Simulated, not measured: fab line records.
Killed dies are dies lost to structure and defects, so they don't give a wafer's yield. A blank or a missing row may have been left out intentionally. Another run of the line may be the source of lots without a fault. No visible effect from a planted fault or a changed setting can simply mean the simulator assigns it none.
Which of the tools did it?    flow rit cmos    Sampling: 6 lots, 18 wafers, 2 of 202 route steps

## WHAT EACH GAUGE READ, for each wafer
RIT_SDANNEAL_RS_MEAS_07: uses a four-point probe to measure.
lot   measured     on             NLDD_RS (ohm/sq)
L971  day 3 15:41  film metro-02  151.1 150.8 151.1
L975  day 4 10:07  film metro-04  151.3 151.8 151.4
L983  day 6 02:55  film metro-03  153.4 153.1 153.8 153.5 153.4 153.6
L987  day 6 20:07  film metro-03  151.0 151.0 151.7
L989  day 7 07:58  film metro-04  150.8 151.6 151.9
L991  day 7 21:04  film metro-03  151.8 151.9 151.1

## EACH LOT AND THE TOOL THAT RAN IT (in order: tool; ch and the chambers of the sampled wafers; start)
lot   RIT_NLDD_IMPLANT_08
L971  implanter-01 ch 0, day 3 06:16
L975  implanter-04 ch 0, day 4 01:41
L983  implanter-04 ch 0, day 5 16:08
L987  implanter-02 ch 0, day 6 11:44
L989  implanter-01 ch 0, day 6 23:37
L991  implanter-02 ch 0, day 7 12:21
- RIT_NLDD_IMPLANT_08

## THE ANSWER, worked out from the rows above alone
Rule: usual is defined by the lots themselves. The widest of any qualifying gaps counts: lots, ordered by their means at a reading, are off when they make up no more than a third of the lots, leave a main group of 4 or more, and stand apart from it by 3 or more times the standard deviation of that group's means. The tables above print the reading to a certain number of digits; a main group whose means all agree to those digits is not used. A lot without any number at a reading at which 4 lots or more have one is off too. Any other lot the step has rows for is counted as sound.
Off: L983, at RIT_SDANNEAL_RS_MEAS_07 (NLDD_RS). Main group: mean 151.4 ohm/sq, sd 0.21.
A tool fits if, at a process step before that reading, it ran every lot that is off, and no sound lot after the first of them. Gauges at RIT_SDANNEAL_RS_MEAS_07: tried the same way as those tools. One candidate fits, namely implanter-04 at RIT_NLDD_IMPLANT_08. Its last sound lot is L975 (day 4 01:41), its first lot that is off L983 (day 5 16:08): a fault that began between those two fits.

## WHAT THE SIMULATOR PUT IN
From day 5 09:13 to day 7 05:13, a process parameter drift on implanter-04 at RIT_NLDD_IMPLANT_08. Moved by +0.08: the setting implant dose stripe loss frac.
Lots struck among those shown: L983. Same finding as the rule above.
